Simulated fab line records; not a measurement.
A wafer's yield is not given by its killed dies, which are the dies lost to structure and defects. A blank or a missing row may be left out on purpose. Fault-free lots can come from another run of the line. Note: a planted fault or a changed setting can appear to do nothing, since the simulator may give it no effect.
fab line records | flow ritCmos
[record] lots = 6 | wafers = 18 | lastDay = 7
route steps=202 shown ACTIVE@1 M1@202
lots that met no fault: from a run of the same line without faults
startH: start of the lot's first displayed wafer, in hours after the record's first day | waitH: how many hours have passed since the lot's step before this one | " repeats the value in the row above | L1.1+2: a row that stands for several wafers | - no value, or no start was given | * or withheld: withheld | < > ~ a bound
route shown NAME@n: NAME is a module with steps in the file, n the number in the route of the first one | usual: mean/standard deviation of fault-free wafers | same: alike in all rows | chamber/n: place in a boat | sites: each site's reading | _std_site: standard deviation across them | _edge_site: outer sites' mean less inner sites' | radiusMm: for every site, how far away it sits from the centre of the wafer | mask NAME#n: copy n | behind: the most recent tool/chamber to have shaped the wafer | hold: cause of the lot's hold/its duration in hours/its outcome | device: which transistor (n, p or np) failed to switch | end of line: tests of these same wafers at the route's end | a step given without rows: its recipe and nothing more | killed: dies that structure and defects cost at the first sort, which is not the same as the wafer's yield | map: a wafer's dies, marking killed ones x, the rest . and places with no die _
set.NAME: the setting the step ran with; set.NAME@STEP: the setting that earlier step ran with | model.NAME: the simulator's own value behind a step, which no gauge read
a table for each step, a row for each wafer; lots at some steps of the route
services: the hour from which a tool's chamber was out of use, counted from the record's first day as startH (under 0 if before that day), plus the number of hours and why
[[steps]]
[step RIT_ACTIVE_BOW_MEAS_00]
[recipe] mode = bow
[usual] INCOMING_BOW = 1/7
lot.wafer | tool         | chamber | startH | waitH | INCOMING_BOW[um]
L966.1    | filmMetro-02 | -       | 10.00  | -     | 0
L966.2    | "            | -       | "      | "     | 5
L966.4    | "            | -       | "      | "     | -9
L970.1    | filmMetro-04 | -       | 30.12  | -     | 6
L970.5    | "            | -       | "      | "     | 6
L970.6    | "            | -       | "      | "     | 3
L977.1    | filmMetro-02 | -       | 65.00  | -     | 9
L977.4    | "            | -       | "      | "     | 11
L977.6    | "            | -       | "      | "     | -2
L978.1    | filmMetro-02 | -       | 70.00  | -     | 1
L978.3    | "            | -       | "      | "     | 5
L978.4    | "            | -       | "      | "     | -6
L984.2    | filmMetro-02 | -       | 100.02 | -     | 5
L984.3    | "            | -       | "      | "     | 6
L984.6    | "            | -       | "      | "     | 0
L987.1    | filmMetro-01 | -       | 115.00 | -     | -7
L987.2    | "            | -       | "      | "     | 3
L987.5    | "            | -       | "      | "     | -9
[step RIT_ACTIVE_OXIDATION_01]
[recipe] tempC = 1000 | ambient = O2 | targetThkA = 468 | oxTimeS = 3360
[step RIT_ACTIVE_THK_MEAS_02]
[recipe] reads = SiO2_of_ACTIVE_OXIDATION_01
[usual] ACTIVE_OXIDE_THK = 46.7/1.4
lot.wafer | tool         | chamber | startH | waitH | ACTIVE_OXIDE_THK[nm]
L966.1    | filmMetro-01 | -       | 12.05  | 0.0   | 47.8
L966.2    | "            | -       | "      | "     | 48.0
L966.4    | "            | -       | "      | "     | 47.7
L970.1    | filmMetro-04 | -       | 36.08  | 0.0   | 48.8
L970.5    | "            | -       | "      | "     | 48.9
L970.6    | "            | -       | "      | "     | 48.8
L977.1    | filmMetro-02 | -       | 67.22  | 0.0   | 47.9
L977.4    | "            | -       | "      | "     | 47.3
L977.6    | "            | -       | "      | "     | 47.6
L978.1    | filmMetro-02 | -       | 72.05  | 0.0   | 47.3
L978.3    | "            | -       | "      | "     | 47.4
L978.4    | "            | -       | "      | "     | 47.1
L984.2    | filmMetro-01 | -       | 102.06 | 0.0   | 44.9
L984.3    | "            | -       | "      | "     | 45.8
L984.6    | "            | -       | "      | "     | 46.4
L987.1    | filmMetro-02 | -       | 117.05 | 0.0   | 45.5
L987.2    | "            | -       | "      | "     | 45.7
L987.5    | "            | -       | "      | "     | 45.6
[step RIT_ACTIVE_CVD_03]
[recipe] material = Si3N4 | targetThkNm = 150 | tempC = 810 | precursor = SiH2Cl2/NH3 | timeS = 1500 | pressureMtorr = 300 | sih2cl2FlowSccm = 60 | nh3FlowSccm = 150
[step RIT_ACTIVE_THK_MEAS_04]
[recipe] reads = Si3N4_of_ACTIVE_CVD_03
[usual] ACTIVE_NITRIDE_THK = 149.7/1.5
lot.wafer | tool         | chamber | startH | waitH | ACTIVE_NITRIDE_THK[nm]
L966.1    | filmMetro-01 | -       | 13.53  | 0.0   | 147.6
L966.2    | "            | -       | "      | "     | 147.9
L966.4    | "            | -       | "      | "     | 148.1
L970.1    | filmMetro-02 | -       | 37.56  | 0.0   | 146.9
L970.5    | "            | -       | "      | "     | 148.3
L970.6    | "            | -       | "      | "     | 147.3
L977.1    | filmMetro-04 | -       | 69.42  | 0.0   | 150.7
L977.4    | "            | -       | "      | "     | 150.3
L977.6    | "            | -       | "      | "     | 149.5
L978.1    | filmMetro-02 | -       | 73.53  | 0.0   | 149.9
L978.3    | "            | -       | "      | "     | 149.7
L978.4    | "            | -       | "      | "     | 149.7
L984.2    | filmMetro-01 | -       | 103.54 | 0.0   | 152.1
L984.3    | "            | -       | "      | "     | 151.2
L984.6    | "            | -       | "      | "     | 150.9
L987.1    | filmMetro-04 | -       | 118.53 | 0.0   | 150.1
L987.2    | "            | -       | "      | "     | 151.4
L987.5    | "            | -       | "      | "     | 150.1
[step RIT_ACTIVE_HMDS_05]
[recipe] primeTimeS = 61.54 | primeTempC = 140
[step RIT_ACTIVE_COAT_06]
[recipe] resist = NOVOLAK | spinRpm = 3250 | resistThkNm = 1000
[step RIT_ACTIVE_SOFTBAKE_07]
[recipe] resist = NOVOLAK | tempC = 90 | timeS = 60
[step RIT_ACTIVE_EXPOSE_08]
[recipe] maskId = M1 | na = 0.6 | sourceShape = conventional | sigmaOuter = 0.6 | targetCdNm = 1400 | doseMj = 226.5
[step RIT_ACTIVE_PEB_09]
[recipe] resist = NOVOLAK | tempC = withheld | timeS = withheld
[step RIT_ACTIVE_DEVELOP_10]
[recipe] resist = NOVOLAK | developTimeS = 50 | devTempC = 23
[step RIT_ACTIVE_CD_MEAS_11]
[recipe] targetCdNm = 1400
[usual] cdNm = 1400.5/1.9
lot.wafer | tool     | chamber | startH | waitH | cdNm
L966.1    | cdSem-01 | -       | 14.56  | -     | 1403.5
L966.2    | "        | -       | "      | "     | 1404.1
L966.4    | "        | -       | "      | "     | 1400.4
L970.1    | cdSem-02 | -       | 38.47  | -     | 1398.7
L970.5    | "        | -       | "      | "     | 1400.1
L970.6    | "        | -       | "      | "     | 1397.4
L977.1    | cdSem-01 | -       | 70.33  | -     | 1398.0
L977.4    | "        | -       | "      | "     | 1399.4
L977.6    | "        | -       | "      | "     | 1400.7
L978.1    | cdSem-02 | -       | 74.57  | -     | 1399.0
L978.3    | "        | -       | "      | "     | 1400.4
L978.4    | "        | -       | "      | "     | 1400.4
L984.2    | cdSem-01 | -       | 104.58 | -     | 1401.6
L984.3    | "        | -       | "      | "     | 1402.0
L984.6    | "        | -       | "      | "     | 1400.4
L987.1    | cdSem-02 | -       | 119.60 | -     | 1398.9
L987.2    | "        | -       | "      | "     | 1398.8
L987.5    | "        | -       | "      | "     | 1398.7
[step RIT_ACTIVE_HARDBAKE_12]
[recipe] resist = NOVOLAK | tempC = 140 | timeS = 60
[usual] heaterPowerTotalW = 62.54/0.047 | plateTempC = 140.03/0.13 | resistLineTempC = 23.00/0.11
lot.wafer | tool          | chamber | startH | waitH | heaterPowerTotalW | plateTempC | resistLineTempC
L966.1    | lithoTrack-03 | 0       | 14.68  | 0.1   | 62.52             | 139.82     | 22.89
L966.2    | "             | 0       | "      | "     | 62.57             | 139.79     | 22.70
L966.4    | "             | 0       | "      | "     | 62.51             | 139.90     | 22.91
L970.1    | lithoTrack-03 | 0       | 38.59  | 0.1   | 62.51             | 139.98     | 23.16
L970.5    | "             | 0       | "      | "     | 62.62             | 140.05     | 22.99
L970.6    | "             | 0       | "      | "     | 62.56             | 140.08     | 23.16
L977.1    | lithoTrack-03 | 0       | 70.45  | 0.1   | 64.46             | 143.12     | 22.97
L977.4    | "             | 0       | "      | "     | 64.40             | 143.22     | 22.99
L977.6    | "             | 0       | "      | "     | 64.48             | 143.13     | 22.96
L978.1    | lithoTrack-03 | 0       | 74.69  | 0.1   | 64.51             | 143.21     | 22.97
L978.3    | "             | 0       | "      | "     | 64.44             | 143.30     | 23.01
L978.4    | "             | 0       | "      | "     | 64.49             | 143.19     | 23.08
L984.2    | lithoTrack-04 | 0       | 104.71 | 0.1   | 62.51             | 139.88     | 22.93
L984.3    | "             | 0       | "      | "     | 62.51             | 139.98     | 23.22
L984.6    | "             | 0       | "      | "     | 62.47             | 139.91     | 22.94
L987.1    | lithoTrack-02 | 0       | 119.72 | 0.1   | 62.61             | 139.99     | 23.08
L987.2    | "             | 0       | "      | "     | 62.58             | 140.07     | 22.99
L987.5    | "             | 0       | "      | "     | 62.57             | 139.92     | 23.16
[step RIT_ACTIVE_ETCH_13]
[recipe] stopOn = SiO2 | chemistry = SF6 | target = Si3N4 | timeS = 210 | overEtchFrac = 0.4 | SF6_flow_sccm = 200 | pressureMtorr = 260 | rfW = 125 | targetDepthA = 2100
[usual] drypumpMotorCurrentA = 5.7/0.38 | oesProductAu = 0.820/0.013 | rfFwdPowerW = 124.6/0.39 | throttleValvePct = 7.54/0.087
lot.wafer | tool       | chamber | startH | waitH | drypumpMotorCurrentA | oesProductAu | rfFwdPowerW | rfHoursCounterH | throttleValvePct
L966.1    | rieDiel-02 | 3       | 14.83  | 0.1   | 6.4                  | 0.819        | 124.3       | 87              | 7.44
L966.2    | "          | 0       | "      | "     | 5.4                  | 0.818        | 124.3       | 88              | 7.62
L966.4    | "          | 0       | "      | "     | 5.4                  | 0.818        | 125.4       | -               | 7.62
L970.1    | rieDiel-02 | 0       | 38.74  | 0.1   | 5.4                  | 0.817        | 124.9       | 89              | 7.63
L970.5    | "          | 3       | "      | "     | 6.3                  | 0.823        | 124.8       | -               | 7.45
L970.6    | "          | 2       | "      | "     | 6.3                  | 0.815        | 124.9       | -               | 7.62
L977.1    | rieDiel-04 | 2       | 70.60  | 0.1   | 5.6                  | 0.813        | 124.4       | 65              | 7.45
L977.4    | "          | 0       | "      | "     | 4.8                  | 0.818        | 124.5       | 21              | 7.51
L977.6    | "          | 2       | "      | "     | 5.7                  | 0.801        | 124.0       | -               | 7.44
L978.1    | rieDiel-03 | 1       | 74.84  | 0.1   | 5.9                  | 0.826        | 124.7       | 3               | 7.66
L978.3    | "          | 0       | "      | "     | 5.9                  | 0.794        | 124.7       | 3               | 7.57
L978.4    | "          | 3       | "      | "     | 5.9                  | 0.816        | 123.9       | 127             | 7.57
L984.2    | rieDiel-02 | 0       | 104.83 | 0.1   | 5.4                  | 0.828        | 124.6       | 90              | 7.63
L984.3    | "          | 1       | "      | "     | 5.8                  | 0.847        | 124.7       | 94              | 7.50
L984.6    | "          | 0       | "      | "     | 5.4                  | 0.823        | 124.8       | -               | 7.64
L987.1    | rieDiel-03 | 0       | 119.87 | 0.1   | 5.9                  | 0.797        | 125.0       | 4               | 7.58
L987.2    | "          | 2       | "      | "     | 5.4                  | 0.841        | 124.6       | 126             | 7.47
L987.5    | "          | 0       | "      | "     | 5.9                  | 0.798        | 124.3       | -               | 7.58
[step RIT_M1_PROBE_99]
[usual] killed_at_M0_to_M3 = 0.0/0.2 | killedAtContacts = 0.2/0.38 | killedAtFrontEnd = 6.7/3 | killedDies = 6.9/3 | killedOnRim = 1.8/1.4 | killedOpen = 3.5/1.9 | killedShort = 3.3/2
[same] grossDies = 264 | killed_at_M4_up = 0 | killedAtBackSide = 0 | killedAtOther = 0
lot.wafer | tool      | chamber | startH | waitH | killed_at_M0_to_M3 | killedAtContacts | killedAtFrontEnd | killedDies | killedOnRim | killedOpen | killedShort
L966.1    | prober-02 | -       | 64.08  | 0.1   | 0                  | 0                | 5                | 5          | 0           | 2          | 3
L966.2    | prober-02 | -       | 64.13  | 0.1   | 0                  | 0                | 2                | 2          | 1           | 1          | 1
L966.4    | prober-02 | -       | 64.23  | 0.2   | 0                  | 0                | 7                | 7          | 1           | 4          | 3
L970.1    | prober-01 | -       | 86.61  | 0.1   | 0                  | 0                | 5                | 5          | 0           | 2          | 3
L970.5    | prober-01 | -       | 86.81  | 0.2   | 0                  | 0                | 10               | 10         | 1           | 5          | 5
L970.6    | prober-01 | -       | 86.86  | 0.2   | 0                  | 0                | 4                | 4          | 2           | 2          | 2
L977.1    | prober-02 | -       | 113.85 | 0.1   | 0                  | 0                | 3                | 3          | 0           | 1          | 2
L977.4    | prober-02 | -       | 114.00 | 0.2   | 0                  | 0                | 5                | 5          | 2           | 2          | 3
L977.6    | prober-02 | -       | 114.10 | 0.2   | 1                  | 0                | 3                | 4          | 1           | 2          | 2
L978.1    | prober-01 | -       | 118.17 | 0.1   | 0                  | 0                | 10               | 10         | 3           | 7          | 3
L978.3    | prober-01 | -       | 118.27 | 0.2   | 0                  | 1                | 9                | 10         | 4           | 7          | 3
L978.4    | prober-01 | -       | 118.32 | 0.2   | 0                  | 0                | 10               | 10         | 1           | 3          | 7
L984.2    | prober-01 | -       | 149.45 | 0.1   | 0                  | 0                | 4                | 4          | 0           | 1          | 3
L984.3    | prober-01 | -       | 149.50 | 0.2   | 0                  | 0                | 4                | 4          | 1           | 3          | 1
L984.6    | prober-01 | -       | 149.65 | 0.2   | 0                  | 0                | 8                | 8          | 1           | 5          | 3
L987.1    | prober-02 | -       | 164.88 | 0.1   | 0                  | 0                | 6                | 6          | 2           | 3          | 3
L987.2    | prober-02 | -       | 164.93 | 0.1   | 0                  | 0                | 5                | 5          | 1           | 3          | 2
L987.5    | prober-02 | -       | 165.08 | 0.2   | 0                  | 0                | 2                | 2          | 0           | 0          | 2
// killed by level:class
L966.1 REOX:geometricParticle:short=2 FOX2:geometricParticle:open=1 REOX:geometricParticle:open=1 SPACER:geometricParticle:short=1
L966.2 GATE:geometricParticle:open=1 GATE:geometricParticle:short=1
L966.4 GATE:geometricParticle:short=2 FOX1:geometricParticle:open=1 FOX1:geometricParticle:short=1 GATE:geometricParticle:open=1 SPACER:geometricParticle:open=1 SILICIDE:geometricParticle:open=1
L970.1 FOX2:geometricParticle:short=2 FOX2:geometricParticle:open=1 REOX:geometricParticle:open=1 SILICIDE:geometricParticle:short=1
L970.5 GATE:geometricParticle:open=3 FOX1:geometricParticle:short=1 GATE:geometricParticle:short=1 REOX:geometricParticle:short=1 SPACER:geometricParticle:short=1 SPACER:geometricParticle:open=1 SILICIDE:geometricParticle:short=1 SILICIDE:geometricParticle:open=1
L970.6 SPACER:geometricParticle:short=2 FOX1:geometricParticle:open=1 GATE:geometricParticle:open=1
L977.1 FOX1:geometricParticle:open=1 REOX:geometricParticle:short=1 SPACER:geometricParticle:short=1
L977.4 FOX2:geometricParticle:short=1 GATE:geometricParticle:short=1 SPACER:geometricParticle:open=1 SILICIDE:geometricParticle:short=1 SILICIDE:geometricParticle:open=1
L977.6 GATE:geometricParticle:open=2 GATE:geometricParticle:short=1 M1:geometricParticle:short=1
L978.1 REOX:geometricParticle:open=2 SPACER:geometricParticle:open=2 SILICIDE:geometricParticle:open=2 FOX1:geometricParticle:short=1 GATE:geometricParticle:open=1 REOX:geometricParticle:short=1 SILICIDE:geometricParticle:short=1
L978.3 REOX:geometricParticle:open=2 SPACER:geometricParticle:open=2 GATE:geometricParticle:short=1 GATE:geometricParticle:open=1 REOX:geometricParticle:short=1 SILICIDE:geometricParticle:open=1 SILICIDE:geometricParticle:short=1 CONTACT:geometricParticle:open=1
L978.4 GATE:geometricParticle:short=5 GATE:geometricParticle:open=2 ACTIVE:geometricParticle:short=1 FOX1:geometricParticle:short=1 SPACER:geometricParticle:open=1
L984.2 FOX1:geometricParticle:short=1 REOX:geometricParticle:short=1 SILICIDE:geometricParticle:short=1 SILICIDE:geometricParticle:open=1
L984.3 REOX:geometricParticle:open=2 GATE:geometricParticle:open=1 GATE:geometricParticle:short=1
L984.6 REOX:geometricParticle:open=2 FOX2:geometricParticle:open=1 GATE:geometricParticle:short=1 GATE:geometricParticle:open=1 REOX:geometricParticle:short=1 SILICIDE:geometricParticle:short=1 SILICIDE:geometricParticle:open=1
L987.1 REOX:geometricParticle:open=2 REOX:geometricParticle:short=2 GATE:geometricParticle:open=1 SPACER:geometricParticle:short=1
L987.2 SPACER:geometricParticle:open=2 FOX1:geometricParticle:open=1 FOX1:geometricParticle:short=1 SILICIDE:geometricParticle:short=1
L987.5 GATE:geometricParticle:short=1 SPACER:geometricParticle:short=1
[[services]]
tool       | chamber | startH | hours | kind
rieDiel-02 | 2       | -6.62  | -     | clean
rieDiel-02 | 2       | -6.62  | 25.6  | scheduledDown
rieDiel-02 | 2       | -6.62  | 25.6  | ventCycle
rieDiel-03 | 1       | 1.22   | 3.7   | repair
rieDiel-03 | 3       | 15.86  | 9.7   | repair
rieDiel-03 | -       | 18.09  | 4.3   | pm
rieDiel-04 | -       | 51.45  | 2.8   | pm
rieDiel-04 | 3       | 101.56 | 2.8   | repair
rieDiel-02 | 3       | 116.75 | 3.3   | repair
[[key]]
[firstSign] step = RIT_ACTIVE_HARDBAKE_12 | reading = heaterPowerTotalW | direction = up | sigmas = 41 | usual = 62.54 | struck = 64.46
[effect] step = RIT_ACTIVE_HARDBAKE_12 | reading = plateTempC | direction = up | sigmas = 24 | usual = * | struck = *
metAt RIT_ACTIVE_HARDBAKE_12
struckWafers L977.1,L977.4,L977.6,L978.1,L978.3,L978.4
testerLeftOut L977,L978
onsetBetween 38.59 70.45
[fault] kind = processParameterDrift | tool = lithoTrack-03 | chamber = - | onsetH = 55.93 | steps = RIT_ACTIVE_HARDBAKE_12 | channel = tempC | offset = * | shape = step | endH = 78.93 | actsIn = * | stated = *
// testerLeftOut: of these lots the tester's yield and bins aren't shown, on N5 and GAA mostly nor the transistor test; their killed dies are dies lost to structure and defects alone, not to doping, threshold or leakage, so they don't give the yield
